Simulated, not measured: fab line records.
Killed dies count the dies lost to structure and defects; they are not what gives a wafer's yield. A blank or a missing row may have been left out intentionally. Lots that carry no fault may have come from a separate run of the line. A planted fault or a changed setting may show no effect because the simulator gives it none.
Lot-split experiment	flow rit-cmos	on a route of 202 steps: 5 lots, 23 wafers read

== ON THE SPLIT ==
At RIT_PLDD_COAT_01 (resist thk 1000 nm), the setting resist-thk-nm was moved away from the recipe's 1000 nm on 4 of the 23 wafers read, by -5.1% to -3.6%. For the rest of the wafers, this setting stayed at what the recipe calls for.

== FROM THE SPLIT TO THE READING: what the file shows between them, 3 steps ==
- RIT_PLDD_SOFTBAKE_02: time 60 s
- RIT_PLDD_EXPOSE_03: exposes mask M8, target cd 40900 nm
- RIT_PLDD_DEVELOP_05: develop time 50 s

== THE READING ==
NOVOLAK_of_PLDD_COAT_01.thk-nm (the simulator's own value, which no gauge read), in nm, at RIT_PLDD_HARDBAKE_07 (time 60 s). The file gives no usual value for it. Here, 19 wafers ran the recipe; their average is 883.6 nm with a standard deviation of 2.2 nm.

wafer	tool, chamber at the split	resist-thk-nm as run, nm	against the recipe	NOVOLAK_of_PLDD_COAT_01.thk-nm, nm	against lot-mates on the recipe
L074.3	litho-track-04, 0	1000	recipe	883.7	-
L074.5	litho-track-04, 0	1000	recipe	883	-
L074.6	litho-track-04, 0	1000	recipe	883.5	-
L078.1	litho-track-01, 0	1000	recipe	885.7	-
L078.2	litho-track-01, 0	1000	recipe	885.2	-
L078.3	litho-track-01, 0	963.6	-3.6%	854.1	-32.2
L078.4	litho-track-01, 0	1000	recipe	888	-
L078.5	litho-track-01, 0	963.6	-3.6%	853.4	-32.9
L079.1	litho-track-01, 0	1000	recipe	885.9	-
L079.3	litho-track-01, 0	1000	recipe	882.3	-
L079.4	litho-track-01, 0	1000	recipe	886	-
L079.5	litho-track-01, 0	1000	recipe	882.9	-
L079.6	litho-track-01, 0	1000	recipe	885.5	-
L083.2	litho-track-02, 0	1000	recipe	879.2	-
L083.3	litho-track-02, 0	1000	recipe	878.8	-
L083.4	litho-track-02, 0	949.4	-5.1%	836.2	-43.6
L083.5	litho-track-02, 0	949.4	-5.1%	838	-41.8
L083.6	litho-track-02, 0	1000	recipe	881.4	-
L085.2	litho-track-01, 0	1000	recipe	882.2	-
L085.3	litho-track-01, 0	1000	recipe	883	-
L085.4	litho-track-01, 0	1000	recipe	884.4	-
L085.5	litho-track-01, 0	1000	recipe	882.7	-
L085.6	litho-track-01, 0	1000	recipe	884.1	-

FIT RESULTS
A straight line over all 23 wafers: NOVOLAK_of_PLDD_COAT_01.thk-nm changes by +8.86 nm for each +1% of resist-thk-nm; r = +0.99; the points scatter about the line by 2.3 nm.
The same after taking each lot's own level away (the mean of its wafers on the recipe; 23 wafers): +8.6 nm for each +1%; r = +1.00; scatter 1.2 nm.
That fit puts the effect of the largest move of resist-thk-nm on the reading at 44 nm.
The lots' own levels span 879.80 to 886.30 nm, that is 2.9 times the standard deviation above.
So the lot-to-lot level changes the slope little: the two slopes agree.
Check: -43.5 nm against its lot-mates is what the line predicts for one of the wafers moved furthest among these (-5.1%) when that wafer is left out of the fit. It came out at -43.6 nm against them.

== ADDITIONAL SPLITS CARRIED BY THESE WAFERS ==
Note: prior to the reading, these wafers also went through further splits. Each is held against what the fit with the lots' levels taken away leaves over:
other split on the same wafers	wafers away from the commonest value	r with NOVOLAK_of_PLDD_COAT_01.thk-nm (lot level and that fit taken away)
RIT_GATE_EXPOSE_13 dose-mj	8	+0.04
RIT_NLDD_SOFTBAKE_02 temp-c	9	-0.27

== THE WHOLE CHAIN: every reading that the file lists as answering this split, in the file's order ==
step	what it does	reading	change (the file's fit)	r (the file's)
RIT_PLDD_COAT_01	resist thk 1000 nm	NOVOLAK_of_PLDD_COAT_01.thk-nm (the simulator's own value, which no gauge read)	+9.85 nm for each +1% of the setting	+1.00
RIT_PLDD_HARDBAKE_07	time 60 s	NOVOLAK_of_PLDD_COAT_01.thk-nm (the simulator's own value, which no gauge read)	+8.61 nm for each +1% of the setting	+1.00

== THE FILE'S OWN FIT ==
NOVOLAK_of_PLDD_COAT_01.thk-nm changes by +8.61 nm for each +1% of resist-thk-nm, r = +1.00.
